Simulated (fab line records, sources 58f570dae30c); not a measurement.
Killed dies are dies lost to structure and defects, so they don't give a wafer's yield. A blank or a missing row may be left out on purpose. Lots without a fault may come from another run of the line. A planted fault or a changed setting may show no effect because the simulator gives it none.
Which tool did it? | flow berkeley_cmos170 | 13 lots, 39 wafers sampled, at 4 steps of a route of 331

WHAT THE GAUGES READ, wafer by wafer
UCB170_NWELL_OVL_MEAS_12. Usual: NWELL_OVL -1 nm, standard deviation 5.4.
lot  | measured    | on         | NWELL_OVL (nm) | flag
L418 | day 2 15:18 | overlay-02 | -5 -3 -6       |
L419 | day 2 21:56 | overlay-01 | 0 7 2          |
L420 | day 2 22:13 | overlay-02 | -9 -12 -7      |
L422 | day 3 08:27 | overlay-02 | -7 -2 -3       |
L421 | day 3 08:35 | overlay-02 | 3 6 7          |
L423 | day 3 08:44 | overlay-02 | 1 -3 1         |
L424 | day 3 23:35 | overlay-01 | 14 7 5         |
L425 | day 3 23:53 | overlay-01 | -8 -6 -3       |
L426 | day 4 05:25 | overlay-01 | -3 -6 -4       |
L427 | day 4 11:26 | overlay-01 | -3 2 1         |
L428 | day 4 17:10 | overlay-01 | -2 4 0         |
L437 | day 6 13:29 | overlay-01 | 7 5 9          |
L440 | day 6 21:28 | overlay-02 | -8 -9 -5       |

UCB170_PWELL_THK_MEAS_03. Usual: PWELL_OXIDE_THK 26.6 nm, standard deviation 0.45.
lot  | measured    | on            | PWELL_OXIDE_THK (nm) | flag
L418 | day 3 00:49 | film_metro-01 | 27.1 27.6 27.0       |
L419 | day 3 08:20 | film_metro-04 | 26.3 26.5 27.0       |
L420 | day 3 08:20 | film_metro-01 | 27.3 26.8 27.1       |
L422 | day 3 20:40 | film_metro-01 | 26.9 27.0 26.9       |
L421 | day 3 20:40 | film_metro-03 | 26.5 26.4 25.9       |
L423 | day 3 20:40 | film_metro-04 | 26.0 26.5 25.8       |
L424 | day 4 09:55 | film_metro-01 | 27.0 27.0 26.8       |
L425 | day 4 09:53 | film_metro-01 | 26.2 26.0 26.2       |
L426 | day 4 16:26 | film_metro-03 | 26.6 26.0 26.2       |
L427 | day 4 21:03 | film_metro-04 | 26.5 26.4 25.9       |
L428 | day 5 02:53 | film_metro-01 | 25.8 25.8 26.3       |
L437 | day 7 02:20 | film_metro-03 | 26.3 26.3 26.6       |
L440 | day 7 08:38 | film_metro-04 | 27.7 27.5 27.6       |

UCB170_SCREENOX_THK_MEAS_02. Usual: SCREENOX_OXIDE_THK 14.40 nm, standard deviation 0.29.
lot  | measured     | on            | SCREENOX_OXIDE_THK (nm) | flag
L418 | day 6 00:44  | film_metro-01 | 14.26 14.51 14.50       |
L419 | day 6 12:29  | film_metro-01 | 14.31 14.56 14.49       |
L420 | day 6 12:30  | film_metro-03 | 14.12 14.25 14.18       |
L422 | day 7 04:35  | film_metro-03 | 13.94 14.22 13.93       |
L421 | day 7 04:36  | film_metro-02 | 14.36 14.54 14.30       |
L423 | day 7 04:35  | film_metro-01 | 14.06 14.09 14.03       |
L424 | day 7 13:08  | film_metro-03 | 14.40 14.55 14.56       |
L425 | day 7 13:09  | film_metro-02 | 14.48 14.31 14.06       |
L426 | day 7 18:59  | film_metro-01 | 14.34 14.38 14.56       |
L427 | day 7 18:59  | film_metro-02 | 14.01 13.90 13.95       |
L428 | day 7 18:59  | film_metro-03 | 14.71 14.71 14.57       |
L437 | day 10 12:17 | film_metro-03 | 17.54 17.49 17.76       | OFF
L440 | day 10 19:47 | film_metro-03 | 17.71 17.39 17.37       | OFF

UCB170_NVT_OVL_MEAS_06. Usual: NVT_OVL -4 nm, standard deviation 4.9.
lot  | measured     | on         | NVT_OVL (nm) | flag
L418 | day 6 07:57  | overlay-01 | 8 1 -2       |
L419 | day 6 19:07  | overlay-02 | -4 -6 -3     |
L420 | day 6 19:14  | overlay-01 | -5 -9 -10    |
L422 | day 7 11:29  | overlay-01 | -7 3 -2      |
L421 | day 7 11:46  | overlay-01 | -2 -2 -6     |
L423 | day 7 12:04  | overlay-01 | -2 -1 0      |
L424 | day 7 19:02  | overlay-01 | -6 -9 -4     |
L425 | day 7 19:19  | overlay-02 | 6 -3 2       |
L426 | day 8 01:54  | overlay-02 | 4 1 1        |
L427 | day 8 02:16  | overlay-02 | -2 0 -9      |
L428 | day 8 02:01  | overlay-02 | 2 -5 -4      |
L437 | day 10 20:34 | overlay-02 | -2 2 -4      |
L440 | day 11 00:31 | overlay-02 | -3 -7 -2     |

WHICH TOOL RAN EACH LOT (tool, then ch and the chambers of the sampled wafers, then the start)
The record holds no process step before these readings.

WHAT THE TOOLS THEMSELVES READ (means of the sampled wafers that have a number; where no wafer has one, the mark that the record gives instead)
The record holds no such reading with a usual standard deviation.

THE ANSWER, worked out from the rows above alone
Rule: a lot is off if the mean of its wafers that have a number lies more than 3 standard deviations from the usual mean. A lot without any number at a reading at which 4 lots or more have one is off too. The other lots that the step has rows for count as sound. The gauges are gone through in route order, then the tools' own readings, and for those a lot's mean is taken as printed above. The first step at which some lot is off is used, and at that step the reading that is off furthest; a lot without a number counts as furthest.
Off: L437, L440, at UCB170_SCREENOX_THK_MEAS_02 (SCREENOX_OXIDE_THK).
A tool fits if, at a process step before that reading, it ran every lot that is off, and no sound lot after the first of them. The gauges at UCB170_SCREENOX_THK_MEAS_02 are tried like those tools. One fits: film_metro-03 at UCB170_SCREENOX_THK_MEAS_02. Its last sound lot is L428 (day 7 18:59), its first lot that is off L437 (day 10 12:17): a fault that began between those two fits.

WHAT THE SIMULATOR HAD PUT IN
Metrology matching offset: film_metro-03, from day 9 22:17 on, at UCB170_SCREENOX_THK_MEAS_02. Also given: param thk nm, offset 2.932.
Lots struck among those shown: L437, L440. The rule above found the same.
